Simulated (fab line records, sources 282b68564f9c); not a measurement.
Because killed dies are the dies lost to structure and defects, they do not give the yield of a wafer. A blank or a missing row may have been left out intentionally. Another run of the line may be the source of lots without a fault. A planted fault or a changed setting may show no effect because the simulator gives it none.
Which tool was responsible? / flow rit-cmos / 39 wafers from 13 lots sampled at 2 of the route's 202 steps

WHAT EACH GAUGE READ, for each wafer
Not one reading of a measure or inspect step in the record can be checked against a usual standard deviation.

WHAT TOOL EACH LOT RAN ON (gives the tool, then ch and the chambers of the sampled wafers, and finally the start)
lot=L462; RIT_CONTACT_CVD_00=pecvd-04 ch 0,1,2, day 3 02:45; RIT_M1_PROBE_99=-
lot=L463; RIT_CONTACT_CVD_00=pecvd-03 ch 1,2, day 3 08:55; RIT_M1_PROBE_99=-
lot=L464; RIT_CONTACT_CVD_00=pecvd-01 ch 0,1,2, day 3 12:59; RIT_M1_PROBE_99=-
lot=L465; RIT_CONTACT_CVD_00=pecvd-04 ch 0,1,2, day 3 17:05; RIT_M1_PROBE_99=-
lot=L466; RIT_CONTACT_CVD_00=pecvd-03 ch 0,1, day 3 23:50; RIT_M1_PROBE_99=-
lot=L467; RIT_CONTACT_CVD_00=pecvd-01 ch 0,1,2, day 4 08:25; RIT_M1_PROBE_99=-
lot=L468; RIT_CONTACT_CVD_00=pecvd-04 ch 1,2, day 4 12:02; RIT_M1_PROBE_99=prober-01, day 4 18:44
lot=L477; RIT_CONTACT_CVD_00=pecvd-04 ch 0,1, day 6 09:49; RIT_M1_PROBE_99=prober-02, day 6 18:41
lot=L479; RIT_CONTACT_CVD_00=pecvd-01 ch 0,1, day 6 20:39; RIT_M1_PROBE_99=prober-02, day 7 04:24
lot=L481; RIT_CONTACT_CVD_00=pecvd-03 ch 0,1,2, day 7 04:17; RIT_M1_PROBE_99=prober-02, day 7 11:11
lot=L482; RIT_CONTACT_CVD_00=pecvd-01 ch 0,1,2, day 7 11:53; RIT_M1_PROBE_99=-
lot=L484; RIT_CONTACT_CVD_00=pecvd-03 ch 0,2, day 7 21:07; RIT_M1_PROBE_99=-
lot=L485; RIT_CONTACT_CVD_00=pecvd-01 ch 0,1, day 8 02:50; RIT_M1_PROBE_99=-
- RIT_CONTACT_CVD_00: deposits SiO2 from TEOS, target thk 400 nm, time 61 s.
- RIT_M1_PROBE_99

AS READ BY THE TOOLS THEMSELVES (means over the sampled wafers that have a number; for cases with no such wafer, the mark the record gives instead)
RIT_CONTACT_CVD_00.
lot=L462; tool=pecvd-04; heater-power-w (W)=261
lot=L463; tool=pecvd-03; heater-power-w (W)=394
lot=L464; tool=pecvd-01; heater-power-w (W)=291
lot=L465; tool=pecvd-04; heater-power-w (W)=266
lot=L466; tool=pecvd-03; heater-power-w (W)=371
lot=L467; tool=pecvd-01; heater-power-w (W)=326
lot=L468; tool=pecvd-04; heater-power-w (W)=246
lot=L477; tool=pecvd-04; heater-power-w (W)=225
lot=L479; tool=pecvd-01; heater-power-w (W)=327
lot=L481; tool=pecvd-03; heater-power-w (W)=370
lot=L482; tool=pecvd-01; heater-power-w (W)=296
lot=L484; tool=pecvd-03; heater-power-w (W)=378
lot=L485; tool=pecvd-01; heater-power-w (W)=293

RIT_M1_PROBE_99.
lot=L468 tool=prober-01 killed_at_M0_to_M3=0.0 killed-at-contacts=0.3 killed-at-front-end=7.7 killed-dies=8.0 killed-on-rim=2.0 killed-open=6.0 killed-short=2.0
lot=L477 tool=prober-02 killed_at_M0_to_M3=0.0 killed-at-contacts=6.0 killed-at-front-end=6.0 killed-dies=12.0 killed-on-rim=4.3 killed-open=4.0 killed-short=2.0
lot=L479 tool=prober-02 killed_at_M0_to_M3=0.0 killed-at-contacts=0.0 killed-at-front-end=5.7 killed-dies=5.7 killed-on-rim=2.0 killed-open=3.0 killed-short=2.7
lot=L481 tool=prober-02 killed_at_M0_to_M3=0.0 killed-at-contacts=0.3 killed-at-front-end=7.7 killed-dies=8.0 killed-on-rim=1.0 killed-open=3.7 killed-short=4.3

THE ANSWER, worked out from the rows above alone
Rule: the usual values come from the lots themselves. Put in order of their means at a reading, lots are off if they are a third of the lots or fewer, leave a main group of 4 or more, and stand apart from it by a gap of 3 or more times the standard deviation of the main group's means; of several such gaps the widest counts. The tables above print the reading to a certain number of digits; a main group whose means all agree to those digits is not used. Also off: a lot with no number at a reading for which 4 or more lots have one. Any other lot the step has rows for is counted as sound. After the gauges, taken in route order, come the tools' own readings; for these a lot's mean is taken, as printed above. The first step at which some lot is off is used, and at that step the reading that is off furthest; a lot without a number counts as furthest.
Across all readings shown, no lot is off: no conclusion can be drawn from this.

WHAT HAD BEEN PUT IN BY THE SIMULATOR
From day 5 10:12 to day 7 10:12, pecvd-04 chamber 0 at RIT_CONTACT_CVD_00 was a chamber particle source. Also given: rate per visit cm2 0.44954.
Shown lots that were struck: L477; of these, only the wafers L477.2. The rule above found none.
